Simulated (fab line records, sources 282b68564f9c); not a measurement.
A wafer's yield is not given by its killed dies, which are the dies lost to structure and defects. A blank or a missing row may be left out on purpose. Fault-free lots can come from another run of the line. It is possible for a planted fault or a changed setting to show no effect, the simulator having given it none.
Problem report in the 8D (eight disciplines) form, filled by code    flow rit-cmos    the parts of the form that need people (team, actions taken, sign-off) are left out

1. THE ISSUE
Mean of spin-speed-rpm at RIT_PLDD_COAT_01: 3178.1 rpm across 6 wafers in 2 lots; on wafers with no fault it is 3250.0 rpm (standard deviation 2.1). Measured from the usual mean, that is -34 standard deviations.
The step: resist thk 1000 nm.
Seen first at day 4 05:20 on litho-track-03, wafer L976.2. Wafers with a number at this step in the record: 36, from 12 lots. The rule behind "out" and "out of limits": a value lying over 4 standard deviations away from the usual mean. All remaining wafers that have a number are taken as sound.

2. WHAT IT IS; WHAT IT IS NOT
question                     is                      is not
which readings at this step  spin-speed-rpm          -
which lots                   L976, L977              L969, L970, L971, L972, L973, L983, L984, L985, L986, L992
which wafers of those lots   all that have a number  -
read on which tools          litho-track-03          litho-track-01, litho-track-04
when                         from day 4 05:20        up to then (15 sound wafers); but 15 sound wafers of L983, L984, L985, L986, L992 came after

3. THE SUSPECTS, EACH WITH WHAT RULES IT OUT
Counting: any tool at a process step up to the reading is kept as a suspect provided that every lot that is out went through it and no sound lot did after the first of them.
- litho-track-03 at RIT_PLDD_COAT_01 (resist thk 1000 nm): kept. It ran every lot that is out, first L976 (day 4 05:20), and no sound lot after that. Its own spin-speed-rpm readings are out on those wafers.
Left after counting: litho-track-03 at RIT_PLDD_COAT_01.

4. THE CAUSE (what the simulator had put in)
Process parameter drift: litho-track-03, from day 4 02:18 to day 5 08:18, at RIT_PLDD_COAT_01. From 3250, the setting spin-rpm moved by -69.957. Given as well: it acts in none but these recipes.
Only this tool survived the counting.

5. THE EFFECT CHAIN, in route order
Rows list readings where the struck wafers' mean (over those with a number) sits beyond 3 standard deviations from the usual. Only readings for which the record gives a usual standard deviation are gone through. hours: the time from each lot's start at the first step in this table that gives one to its start at this step, as a median over the lots. sigmas: the change in usual standard deviations.
hours  step              reading         usual       on struck wafers  change  sigmas
0      RIT_PLDD_COAT_01  spin-speed-rpm  3250.0 rpm  3178.1            -71.9   -34
Here are the process steps it includes:
- RIT_PLDD_COAT_01: resist thk 1000 nm.
At these later measuring or inspecting steps, every struck wafer for which the step has a row has a number for every such reading, and none has moved that far: RIT_M1_CD_MEAS_09.

6. HOW IT WOULD HAVE BEEN CAUGHT EARLIER
In this record the first reading out of limits was taken at day 4 05:20, 3 hours after the fault began at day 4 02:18.
